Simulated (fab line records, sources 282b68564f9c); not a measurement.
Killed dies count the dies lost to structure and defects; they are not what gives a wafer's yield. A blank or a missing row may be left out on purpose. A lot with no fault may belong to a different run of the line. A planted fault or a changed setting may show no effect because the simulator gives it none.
The tool behind it: which one? | flow rit cmos | 7 lots, 21 wafers sampled, at 3 steps of a route of 202

== WHAT THE GAUGES READ, wafer by wafer ==
RIT_PRETRO_TW_MEAS_10.
lot  | measured    | on            | PRETRO_TW
L272 | day 2 18:01 | film metro-02 | 467 469 464
L274 | day 3 07:05 | film metro-01 | 487 485 486
L281 | day 4 17:41 | film metro-03 | 475 478 476
L283 | day 5 11:04 | film metro-03 | 474 474 473
L286 | day 5 21:47 | film metro-03 | 475 476 475
L289 | day 6 10:17 | film metro-02 | 469 472 473
L293 | day 7 05:27 | film metro-02 | 472 470 468

== TOOL THAT RAN EACH LOT (tool first, then ch and the chambers of the sampled wafers, then the start) ==
lot  | RIT_PWELL_STRIP_09                  | RIT_PRETRO_COAT_01
L272 | plasma asher-02 ch 0,1, day 2 09:07 | litho track-02 ch 0, day 2 16:41
L274 | plasma asher-04 ch 0,1, day 2 22:17 | litho track-02 ch 0, day 3 05:37
L281 | plasma asher-02 ch 0,1, day 4 05:15 | litho track-01 ch 0, day 4 16:13
L283 | plasma asher-01 ch 0,1, day 5 00:31 | litho track-02 ch 0, day 5 09:36
L286 | plasma asher-01 ch 0,1, day 5 13:05 | litho track-04 ch 0, day 5 20:20
L289 | plasma asher-02 ch 0,1, day 6 00:02 | litho track-02 ch 0, day 6 08:58
L293 | plasma asher-02 ch 0,1, day 6 20:34 | litho track-04 ch 0, day 7 04:10
- RIT_PWELL_STRIP_09: strips in O2, time 180 s.
- RIT_PRETRO_COAT_01: resist thk 1300 nm.

== THE ANSWER, worked out from the rows above alone ==
Rule: the lots themselves supply what counts as usual. The widest of any qualifying gaps counts: lots, ordered by their means at a reading, are off when they make up no more than a third of the lots, leave a main group of 4 or more, and stand apart from it by 3 or more times the standard deviation of that group's means. A main group whose means are all the same, to the digits that the tables above print for the reading, isn't used. Also off: a lot with no number at a reading for which 4 or more lots have one. Any other lot the step has rows for is counted as sound.
Nothing can be told from this: no lot is off at any reading shown.

== WHAT THE SIMULATOR HAD INSERTED ==
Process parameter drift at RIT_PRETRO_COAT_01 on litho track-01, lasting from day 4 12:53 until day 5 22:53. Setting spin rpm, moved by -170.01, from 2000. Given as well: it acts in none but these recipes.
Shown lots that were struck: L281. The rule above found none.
